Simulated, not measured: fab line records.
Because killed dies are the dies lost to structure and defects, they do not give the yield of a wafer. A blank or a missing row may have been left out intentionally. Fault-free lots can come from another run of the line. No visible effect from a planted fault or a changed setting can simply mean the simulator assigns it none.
fab line records | flow rit-cmos
record: lots: 5 wafers: 15 last-day: 7
route steps=202 shown ACTIVE@1 FOX1@20 FOX2@23 M1@202
lots that met no fault: taken from a fault-free run of the same line
start-h: hours from the record's first day to the start of the lot's first wafer shown | wait-h: how many hours have passed since the lot's step before this one | " as in the row above | L1.1+2: a single row standing in for several wafers | - no value, or no start was given | * or withheld: withheld | < > ~ a bound
route shown NAME@n: names a module that has steps shown in the file, with the first one's number in the route | usual: mean and standard deviation over wafers with no fault | same: alike in all rows | chamber/n: place in a boat | sites: each site's reading | _std_site: how widely they spread, as a standard deviation | _edge_site: the outer-site mean with the inner-site mean subtracted | radius-mm: how far each site lies from the wafer's centre | mask NAME#n: copy n | behind: the most recent tool/chamber to have shaped the wafer | hold: reason for holding the lot/hours on hold/outcome of the hold | device: transistor that didn't switch, given as n, p or np | end of line: the route-end tests of the same wafers | a step given without rows: its recipe and nothing more | killed: at the first sort, the dies lost to defects and structure; wafer yield is something else | map: the dies of a wafer, with x for killed, . for not killed, _ for no die there
set.NAME: the setting the step ran with; set.NAME@STEP: the setting that earlier step ran with | model.NAME: the simulator's own value behind a step, which no gauge read
lots at selected steps of the route; one table per step, one row per wafer
services: the hour from which a tool's chamber was out of use, counted from the record's first day as start-h (under 0 if before that day), plus the number of hours and why
== steps ==
step: RIT_ACTIVE_BOW_MEAS_00
recipe: mode: bow
usual: INCOMING_BOW: 0/6.5
columns lot.wafer tool chamber start-h wait-h INCOMING_BOW[um]
L720.2 film-metro-03 - 10.02 - -4
L720.3 " - " " -1
L720.6 " - " " 6
L724.1 film-metro-03 - 30.00 - -1
L724.3 " - " " 10
L724.5 " - " " 0
L733.1 film-metro-02 - 75.00 - 2
L733.3 " - " " -3
L733.5 " - " " -4
L738.2 film-metro-02 - 100.02 - -11
L738.5 " - " " -3
L738.6 " - " " -5
L739.1 film-metro-04 - 105.00 - 3
L739.5 " - " " -1
L739.6 " - " " -4
step: RIT_ACTIVE_OXIDATION_01
recipe: temp-c: 1000 ambient: O2 target-thk-a: 468 ox-time-s: 3360
step: RIT_ACTIVE_THK_MEAS_02
recipe: reads: SiO2_of_ACTIVE_OXIDATION_01
usual: ACTIVE_OXIDE_THK: 46.6/0.95
columns lot.wafer tool chamber start-h wait-h ACTIVE_OXIDE_THK[nm]
L720.2 film-metro-02 - 12.52 0.0 46.3
L720.3 " - " " 46.7
L720.6 " - " " 46.6
L724.1 film-metro-03 - 32.05 0.0 48.1
L724.3 " - " " 46.9
L724.5 " - " " 47.8
L733.1 film-metro-03 - 80.04 0.0 45.1
L733.3 " - " " 44.4
L733.5 " - " " 44.8
L738.2 film-metro-03 - 103.99 0.0 46.3
L738.5 " - " " 45.9
L738.6 " - " " 45.2
L739.1 film-metro-02 - 108.36 0.0 47.8
L739.5 " - " " 47.4
L739.6 " - " " 47.4
step: RIT_ACTIVE_CVD_03
recipe: material: Si3N4 target-thk-nm: 150 temp-c: 810 precursor: SiH2Cl2/NH3 time-s: 1500 pressure-mtorr: 300 sih2cl2-flow-sccm: 60 nh3-flow-sccm: 150
usual: pressure-mtorr: 300.0/0.59 spike-tc-centre-C: 811.4/1.3 spike-tc-load-C: 832.9/2.6
columns lot.wafer tool chamber start-h wait-h pressure-mtorr spike-tc-centre-C spike-tc-load-C model.Si3N4_of_ACTIVE_CVD_03.thk-nm
L720.2 lpcvd-02 0 12.57 0.0 300.5 812.5 838.3 148.6
L720.3 " 0 " " 299.3 813.2 839.4 150.1
L720.6 " 0 " " 299.0 811.3 837.2 149.9
L724.1 lpcvd-01 0 32.11 0.1 299.6 809.8 835.7 150.1
L724.3 " 0 " " 300.5 809.9 833.4 150.1
L724.5 " 0 " " 301.2 810.3 832.7 151.2
L733.1 lpcvd-02 1 80.10 0.1 299.9 821.3 844.5 186
L733.3 " 1 " " 300.4 821.1 846.5 186.6
L733.5 " 1 " " 299.2 821.5 845.3 186.1
L738.2 lpcvd-01 1 104.04 0.0 300.2 813.4 831.5 151.5
L738.5 " 1 " " 300.0 811.6 830.1 151.2
L738.6 " 1 " " 300.0 812.5 829.8 149.8
L739.1 lpcvd-01 1 109.14 0.8 298.9 811.6 828.7 152
L739.5 " 1 " " 299.6 810.3 830.6 151.1
L739.6 " 1 " " 299.1 809.9 829.7 151.2
step: RIT_ACTIVE_THK_MEAS_04
recipe: reads: Si3N4_of_ACTIVE_CVD_03
usual: ACTIVE_NITRIDE_THK: 149.8/1.4
columns lot.wafer tool chamber start-h wait-h ACTIVE_NITRIDE_THK[nm]
L720.2 film-metro-04 - 14.00 0.0 148.7
L720.3 " - " " 150.1
L720.6 " - " " 149.9
L724.1 film-metro-02 - 33.53 0.0 150.0
L724.3 " - " " 150.2
L724.5 " - " " 151.2
L733.1 film-metro-02 - 81.52 0.0 186.0
L733.3 " - " " 186.5
L733.5 " - " " 186.1
L738.2 film-metro-04 - 105.47 0.0 151.6
L738.5 " - " " 151.2
L738.6 " - " " 149.8
L739.1 film-metro-02 - 110.55 0.0 151.9
L739.5 " - " " 151.1
L739.6 " - " " 151.4
step: RIT_ACTIVE_HMDS_05
recipe: prime-time-s: 60 prime-temp-c: 140
step: RIT_ACTIVE_COAT_06
recipe: resist: NOVOLAK spin-rpm: 3250 resist-thk-nm: 1000
step: RIT_ACTIVE_SOFTBAKE_07
recipe: resist: NOVOLAK temp-c: 90 time-s: 60
step: RIT_ACTIVE_EXPOSE_08
recipe: mask-id: M1 na: 0.6 source-shape: conventional sigma-outer: 0.6 target-cd-nm: 1400 dose-mj: 225
step: RIT_ACTIVE_PEB_09
recipe: resist: NOVOLAK temp-c: withheld time-s: withheld
step: RIT_ACTIVE_DEVELOP_10
recipe: resist: NOVOLAK develop-time-s: 50 dev-temp-c: 23
step: RIT_ACTIVE_CD_MEAS_11
recipe: target-cd-nm: 1400
usual: cd-nm: 1399.4/2
columns lot.wafer tool chamber start-h wait-h cd-nm
L720.2 cd-sem-01 - 15.04 - 1401.4
L720.3 " - " " 1399.6
L720.6 " - " " 1398.6
L724.1 cd-sem-02 - 34.68 - 1400.3
L724.3 " - " " 1399.7
L724.5 " - " " 1397.4
L733.1 cd-sem-02 - 82.55 - 1400.7
L733.3 " - " " 1400.8
L733.5 " - " " 1398.8
L738.2 cd-sem-01 - 106.51 - 1400.6
L738.5 " - " " 1399.6
L738.6 " - " " 1401.1
L739.1 cd-sem-02 - 111.46 - 1399.0
L739.5 " - " " 1399.8
L739.6 " - " " 1398.5
step: RIT_ACTIVE_HARDBAKE_12
recipe: resist: NOVOLAK temp-c: 140 time-s: 60
step: RIT_ACTIVE_ETCH_13
recipe: stop-on: SiO2 chemistry: SF6 target: Si3N4 time-s: 210 over-etch-frac: 0.4 SF6_flow_sccm: 200 pressure-mtorr: 260 rf-w: 125 target-depth-a: 2100
usual: drypump-motor-current-A: 5.6/0.46 oes-product-au: 0.817/0.011 throttle-valve-pct: 7.52/0.1
columns lot.wafer tool chamber start-h wait-h drypump-motor-current-A oes-product-au rf-hours-counter-h throttle-valve-pct model.etch.depth-nm model.ACTIVE.feature-depth-nm
L720.2 rie-diel-01 1 15.29 0.1 6.0 0.833 170 7.55 148.6 148.6
L720.3 " 0 " " 5.6 0.811 6 7.59 150.1 150.8
L720.6 " 1 " " 6.0 0.842 - 7.55 149.9 149.9
L724.1 rie-diel-01 1 34.95 0.1 6.0 0.839 170 7.56 150.1 150.1
L724.3 " 3 " " 6.2 0.819 53 7.61 150.1 150.4
L724.5 " 0 " " 5.5 0.813 - 7.58 151.2 151.8
L733.1 rie-diel-02 2 82.82 0.1 5.9 0.935 64 7.59 186 186.8
L733.3 " 1 " " 4.7 0.924 152 7.44 186.6 186.8
L733.5 " 0 " " 5.1 0.913 - 7.40 186.1 186.1
L738.2 rie-diel-03 3 106.76 0.1 5.8 0.822 14 7.38 151.5 151.5
L738.5 " 1 " " 6.0 0.818 - 7.29 151.2 151.2
L738.6 " 2 " " 5.7 0.819 - 7.37 149.8 149.8
L739.1 rie-diel-01 3 111.73 0.1 6.2 0.824 54 7.62 152 152.3
L739.5 " 1 " " 5.9 0.836 - 7.54 151.1 151.1
L739.6 " 0 " " 5.6 0.808 - 7.57 151.2 151.8
step: RIT_ACTIVE_STRIP_14
recipe: chemistry: O2 time-s: 180 resist: NOVOLAK platen-temp-c: withheld power-w: 500 pressure-mtorr: 4000 o2-flow-sccm: 4000
usual: drypump-motor-current-A: 5.8/0.37
columns lot.wafer tool chamber start-h wait-h drypump-motor-current-A rf-hours-counter-h
L720.2 plasma-asher-04 0 15.43 0.1 6.5 37
L720.3 " 0 " " 6.5 -
L720.6 " 0 " " 6.5 -
L724.1 plasma-asher-03 1 35.09 0.1 5.6 39
L724.3 " 0 " " 5.7 -
L724.5 " 0 " " 5.6 -
L733.1 plasma-asher-03 0 82.96 0.1 5.6 44
L733.3 " 1 " " 5.6 -
L733.5 " 0 " " 5.6 -
L738.2 plasma-asher-03 0 106.89 0.1 5.6 47
L738.5 " 1 " " 5.6 -
L738.6 " 0 " " 5.6 -
L739.1 plasma-asher-02 0 111.87 0.1 5.4 46
L739.5 " 0 " " 5.5 -
L739.6 " 1 " " 5.5 -
step: RIT_ACTIVE_CD_MEAS_90
recipe: target-cd-nm: 1400
usual: cd-nm: 1399.5/2
columns lot.wafer tool chamber start-h wait-h cd-nm
L720.2 cd-sem-01 - 15.62 0.1 1401.6
L720.3 " - " " 1399.5
L720.6 " - " " 1398.7
L724.1 cd-sem-01 - 35.26 0.1 1400.2
L724.3 " - " " 1399.6
L724.5 " - " " 1397.8
L733.1 cd-sem-01 - 83.13 0.1 1401.3
L733.3 " - " " 1400.9
L733.5 " - " " 1398.5
L738.2 cd-sem-02 - 107.09 0.1 1401.1
L738.5 " - " " 1399.7
L738.6 " - " " 1401.3
L739.1 cd-sem-01 - 112.04 0.1 1399.1
L739.5 " - " " 1400.0
L739.6 " - " " 1398.6
step: RIT_ACTIVE_CLEAN_15
recipe: chemistry: SC1 mix: 3:3:50 time-s: 600 temp-c: 75
step: RIT_ACTIVE_CLEAN_16
recipe: chemistry: dHF dilution: 50:1 time-s: 30
step: RIT_ACTIVE_CLEAN_17
recipe: chemistry: SC2 mix: 3:3:50 time-s: 600 temp-c: 75 dry: n2-spin
step: RIT_FOX1_OXIDATION_00
recipe: temp-c: 1100 ambient: H2O target-thk-a: 3507 p-h2o-torr: 720 ox-time-s: 1130
step: RIT_FOX1_THK_MEAS_01
recipe: reads: SiO2_of_FOX1_OXIDATION_00
usual: FOX1_OXIDE_THK: 350/7.2
columns lot.wafer tool chamber start-h wait-h FOX1_OXIDE_THK[nm]
L720.2 film-metro-01 - 21.19 0.0 341
L720.3 " - " " 342
L720.6 " - " " 343
L724.1 film-metro-01 - 38.45 0.0 347
L724.3 " - " " 348
L724.5 " - " " 342
L733.1 film-metro-01 - 84.93 0.0 350
L733.3 " - " " 357
L733.5 " - " " 358
L738.2 film-metro-03 - 109.68 0.0 342
L738.5 " - " " 343
L738.6 " - " " 345
L739.1 film-metro-02 - 113.84 0.0 352
L739.5 " - " " 349
L739.6 " - " " 361
step: RIT_FOX1_WET_ETCH_02
recipe: chemistry: BOE target-depth-nm: 350 time-s: 390 temp-c: 21.5 dry: n2-spin dilution: 10:1 target: SiO2
step: RIT_FOX2_OXIDATION_00
recipe: temp-c: 1100 ambient: H2O target-thk-a: 3507 p-h2o-torr: 720 ox-time-s: 1130
step: RIT_FOX2_THK_MEAS_01
recipe: reads: SiO2_of_FOX2_OXIDATION_00
usual: FOX2_OXIDE_THK: 351/7.7
columns lot.wafer tool chamber start-h wait-h FOX2_OXIDE_THK[nm]
L720.2 film-metro-01 - 23.49 0.0 362
L720.3 " - " " 361
L720.6 " - " " 369
L724.1 film-metro-01 - 40.32 0.0 337
L724.3 " - " " 334
L724.5 " - " " 338
L733.1 film-metro-04 - 86.42 0.0 354
L733.3 " - " " 354
L733.5 " - " " 353
L738.2 film-metro-04 - 111.17 0.0 344
L738.5 " - " " 339
L738.6 " - " " 349
L739.1 film-metro-04 - 115.34 0.0 353
L739.5 " - " " 356
L739.6 " - " " 352
step: RIT_FOX2_CLEAN_02
recipe: chemistry: dHF dilution: 50:1 time-s: 180
columns lot.wafer tool chamber start-h wait-h model.Si3N4_of_ACTIVE_CVD_03.thk-nm
L720.2 wet-bench-04 2 23.54 0.0 129.4
L720.3 " 2 " " 131
L720.6 " 2 " " 130.8
L724.1+3 wet-bench-04 0 40.38 0.1 130.9
L724.5 " 0 " " 131.9
L733.1 wet-bench-04 3 86.48 0.1 166.8
L733.3 " 3 " " 167.4
L733.5 " 3 " " 166.9
L738.2 wet-bench-02 0 111.22 0.0 132.4
L738.5 " 0 " " 132.1
L738.6 " 0 " " 130.7
L739.1 wet-bench-02 1 115.40 0.1 132.7
L739.5 " 1 " " 131.8
L739.6 " 1 " " 132
step: RIT_FOX2_WET_ETCH_03
recipe: chemistry: H3PO4 target: Si3N4 target-depth-nm: 195 temp-c: 165 time-s: 2700
step: RIT_M1_PROBE_99
usual: killed_at_M0_to_M3: 0.0/0.083 killed-at-front-end: 6.7/2.7 killed-dies: 6.7/2.7 killed-open: 3.2/1.8 killed-short: 3.5/1.9
same: gross-dies: 264 killed_at_M4_up: 0 killed-at-back-side: 0 killed-at-contacts: 0 killed-at-other: 0
columns lot.wafer tool chamber start-h wait-h killed_at_M0_to_M3 killed-at-front-end killed-dies killed-open killed-short model.etest.nldd.width-nm model.etest.pldd.width-nm
L720.2 prober-01 - 63.95 0.1 0 3 3 1 2 3168 3171
L720.3 prober-01 - 64.00 0.2 0 6 6 4 2 3177 3182
L720.6 prober-01 - 64.15 0.2 0 6 6 3 3 3156 3160
L724.1 prober-01 - 79.87 0.1 0 10 10 5 5 3183 3188
L724.3 prober-01 - 79.97 0.2 0 9 9 4 5 3204 3177
L724.5 prober-01 - 80.07 0.2 1 4 5 2 3 3176 3189
L733.1 prober-01 - 130.03 0.1 0 3 3 1 1 3221 3219
L733.3 prober-01 - 130.13 0.2 0 6 6 3 2 3209 3234
L733.5 prober-01 - 130.23 0.2 0 14 14 4 8 3213 3199
L738.2 prober-02 - 152.36 0.1 0 4 4 1 3 3187 3206
L738.5 prober-02 - 152.51 0.2 0 6 6 2 4 3200 3193
L738.6 prober-02 - 152.56 0.2 0 6 6 4 2 3212 3187
L739.1 prober-01 - 158.10 0.1 0 6 6 4 2 3164 3165
L739.5 prober-01 - 158.30 0.2 0 3 3 0 3 3151 3164
L739.6 prober-01 - 158.35 0.2 0 4 4 0 4 3144 3138
killed by level:class
L720.2 GATE:geometric-particle:short=2 GATE:geometric-particle:open=1
L720.3 FOX2:geometric-particle:open=2 GATE:geometric-particle:open=1 REOX:geometric-particle:open=1 SPACER:geometric-particle:short=1 SILICIDE:geometric-particle:short=1
L720.6 GATE:geometric-particle:short=2 GATE:geometric-particle:open=1 REOX:geometric-particle:open=1 SPACER:geometric-particle:open=1 SILICIDE:geometric-particle:short=1
L724.1 FOX1:geometric-particle:short=2 SPACER:geometric-particle:open=2 FOX1:geometric-particle:open=1 REOX:geometric-particle:open=1 REOX:geometric-particle:short=1 SPACER:geometric-particle:short=1 SILICIDE:geometric-particle:short=1 SILICIDE:geometric-particle:open=1
L724.3 SPACER:geometric-particle:short=4 SILICIDE:geometric-particle:open=2 GATE:geometric-particle:open=1 SPACER:geometric-particle:open=1 SILICIDE:geometric-particle:short=1
L724.5 GATE:geometric-particle:short=1 REOX:geometric-particle:open=1 REOX:geometric-particle:short=1 SILICIDE:geometric-particle:open=1 M1:geometric-particle:short=1
L733.1 FOX1:geometric-particle:short=1 GATE:geometric-particle:open=1 NLDD:coat-microbubble-printed=1
L733.3 GATE:geometric-particle:open=2 SPACER:geometric-particle:open=1 SPACER:geometric-particle:short=1 SILICIDE:geometric-particle:short=1 NLDD:coat-microbubble-printed=1
L733.5 GATE:geometric-particle:short=4 NLDD:coat-microbubble-printed=2 FOX1:geometric-particle:short=1 FOX1:geometric-particle:open=1 FOX2:geometric-particle:short=1 REOX:geometric-particle:short=1 REOX:geometric-particle:open=1 SPACER:geometric-particle:open=1
L738.2 SILICIDE:geometric-particle:short=3 GATE:geometric-particle:open=1
L738.5 ACTIVE:geometric-particle:short=1 FOX1:geometric-particle:open=1 FOX2:geometric-particle:open=1 FOX2:geometric-particle:short=1 GATE:geometric-particle:short=1 REOX:geometric-particle:short=1
L738.6 GATE:geometric-particle:open=2 FOX2:geometric-particle:short=1 SPACER:geometric-particle:open=1 SILICIDE:geometric-particle:open=1 SILICIDE:geometric-particle:short=1
L739.1 GATE:geometric-particle:short=2 GATE:geometric-particle:open=2 FOX2:geometric-particle:open=1 SPACER:geometric-particle:open=1
L739.5 FOX2:geometric-particle:short=2 SILICIDE:geometric-particle:short=1
L739.6 FOX2:geometric-particle:short=2 FOX1:geometric-particle:short=1 GATE:geometric-particle:short=1
== services ==
columns tool chamber start-h hours kind
plasma-asher-02 - -0.57 15.6 pm
rie-diel-02 - 12.49 0.5 repair
rie-diel-01 3 21.91 6.7 repair
rie-diel-01 2 28.70 2.9 repair
lpcvd-01 - 44.17 0.4 repair
rie-diel-01 1 44.55 - clean
rie-diel-01 1 44.55 21.6 scheduled-down
rie-diel-01 1 44.55 21.6 vent-cycle
rie-diel-03 0 71.79 4.9 repair
rie-diel-01 - 80.61 2.8 pm
rie-diel-01 0 95.68 8.3 repair
lpcvd-02 - 104.20 14.6 pm
plasma-asher-03 - 108.84 9.0 pm
plasma-asher-03 0 108.84 9.0 vent-cycle
plasma-asher-03 1 108.84 9.0 vent-cycle
== key ==
first-sign: step: RIT_ACTIVE_CVD_03 reading: spike-tc-centre-C direction: up sigmas: 7.5 usual: 811.4 struck: 821.3
effect: step: RIT_ACTIVE_CVD_03 reading: spike-tc-load-C direction: up sigmas: 4.8 usual: 832.9 struck: 845.4
effect: step: RIT_ACTIVE_THK_MEAS_04 reading: ACTIVE_NITRIDE_THK direction: up sigmas: 27 usual: 149.8 struck: 186.2
effect: step: RIT_ACTIVE_ETCH_13 reading: oes-product-au direction: up sigmas: 9.9 usual: 0.817 struck: 0.924
model-effect: step: RIT_ACTIVE_CVD_03 value: Si3N4_of_ACTIVE_CVD_03.thk-nm without: 150.9 struck: 186.2
model-effect: step: RIT_ACTIVE_ETCH_13 value: etch.depth-nm without: 150.9 struck: 186.2
model-effect: step: RIT_FOX2_CLEAN_02 value: Si3N4_of_ACTIVE_CVD_03.thk-nm without: 131.7 struck: 167
model-effect: step: RIT_M1_PROBE_99 value: etest.nldd.width-nm without: 3179 struck: 3214
met-at RIT_ACTIVE_CVD_03
struck-wafers L733.1,L733.3,L733.5
tester-left-out L733
fault: kind: process-parameter-drift tool: lpcvd-02 chamber: 1 onset-h: 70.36 steps: RIT_ACTIVE_CVD_03 channel: temp-c offset: * shape: step end-h: 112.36 acts-in: * stated: *
tester-left-out: of these lots the tester's yield and bins aren't shown, on N5 and GAA mostly nor the transistor test; their killed dies are dies lost to structure and defects alone, not to doping, threshold or leakage, so they don't give the yield
